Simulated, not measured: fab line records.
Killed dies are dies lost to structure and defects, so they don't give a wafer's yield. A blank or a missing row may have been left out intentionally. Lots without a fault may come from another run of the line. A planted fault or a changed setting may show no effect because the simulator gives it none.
One fault through the eyes of 2 desks / flow berkeleyCmos170 / every desk sees just its own numbers, and what lay behind them comes last

AT THE METROLOGY DESK
What the gauges read, lot by lot, whatever tool the lot ran on: means of the sampled wafers that have a number. The brackets show how far a lot's mean lies from the usual mean; more than 4 standard deviations puts the lot out of limits, marked OUT.
Columns: A = FIELD_OXIDE_THK at UCB170_FIELD_THK_MEAS_02, usual 560 nm; B = V1_BOW at UCB170_V1_BOW_MEAS_03, usual 20 um; C = cdNm at UCB170_V2_CD_MEAS_12, usual 700.2 nm
lot=L874; first seen here=day 4 12:56; A=551; B=13; C=700.9
lot=L876; first seen here=day 4 17:17; A=548; B=21; C=702.5
lot=L875; first seen here=day 4 17:18; A=569; B=27; C=697.9
lot=L886; first seen here=day 6 11:17; A=557; B=18; C=700.6
lot=L885; first seen here=day 6 11:20; A=559; B=18; C=699.5
lot=L887; first seen here=day 6 23:56; A=550; B=20; C=702.5
lot=L889; first seen here=day 7 10:48; A=556; B=21; C=701.0
lot=L891; first seen here=day 8 04:53; A=561; B=17; C=700.7
lot=L892; first seen here=day 8 11:05; A=558; B=12; C=701.2
lot=L894; first seen here=day 8 11:05; A=552; B=18; C=699.8
lot=L893; first seen here=day 8 11:07; A=582; B=25; C=701.2
lot=L895; first seen here=day 9 02:59; A=568; B=28; C=703.1
lot=L896; first seen here=day 9 11:13; A=557; B=13; C=699.7
lot=L897; first seen here=day 9 11:14; A=552; B=13; C=700.9
This desk found nothing out of limits on any of the 14 lots.

THE TOOL OWNER'S DESK: rieDiel-03
The tool's own readings at UCB170_CONTACT_ETCH_18 (etches PSG in CHF3/CF4/Ar, stops on TiSi2, target depth 840 nm, time 195 s): means of the sampled wafers that have a number, for each lot that ran on this tool. The brackets show how far a lot's mean lies from the usual mean; more than 4 standard deviations puts the lot out of limits, marked OUT.
Columns: A = cf4FlowSccm at UCB170_CONTACT_ETCH_18, usual 14.99 sccm; B = drypumpMotorCurrentA at UCB170_CONTACT_ETCH_18, usual 5.7 A; C = oesProductAu at UCB170_CONTACT_ETCH_18, usual 0.898 a.u.; D = runLengthS at UCB170_CONTACT_ETCH_18, usual 223.3 s; E = throttleValvePct at UCB170_CONTACT_ETCH_18, usual 6.87 %
lot=L885; first seen here=day 9 01:00; A=14.97; B=6.0; C=1.012 (+9.5) OUT; D=193.7 (-67) OUT; E=6.82
lot=L886; first seen here=day 9 01:00; A=15.00; B=5.7; C=1.004 (+8.9) OUT; D=193.6 (-68) OUT; E=6.72
Finding of this desk: L885, L886 out of limits; the first was L885 at day 9 01:00, on oesProductAu at UCB170_CONTACT_ETCH_18. In limits: none.

BROUGHT TOGETHER
At day 9 01:00, on L885, L886, the tool owner's desk was in a position to raise an alarm.
At the metrology desk, nothing out of limits was observed.
The metrology desk has L885, L886 on record, within its limits.
The lots listed all ran UCB170_CONTACT_ETCH_18 on rieDiel-03.

WHAT THE SIMULATOR HAD INSERTED
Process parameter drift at UCB170_CONTACT_ETCH_18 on rieDiel-03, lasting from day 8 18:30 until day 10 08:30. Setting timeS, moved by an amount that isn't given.
Struck lots among those shown: L885, L886.
Each desk's first reading out of limits, in hours after the fault started: the tool owner's desk, 6.
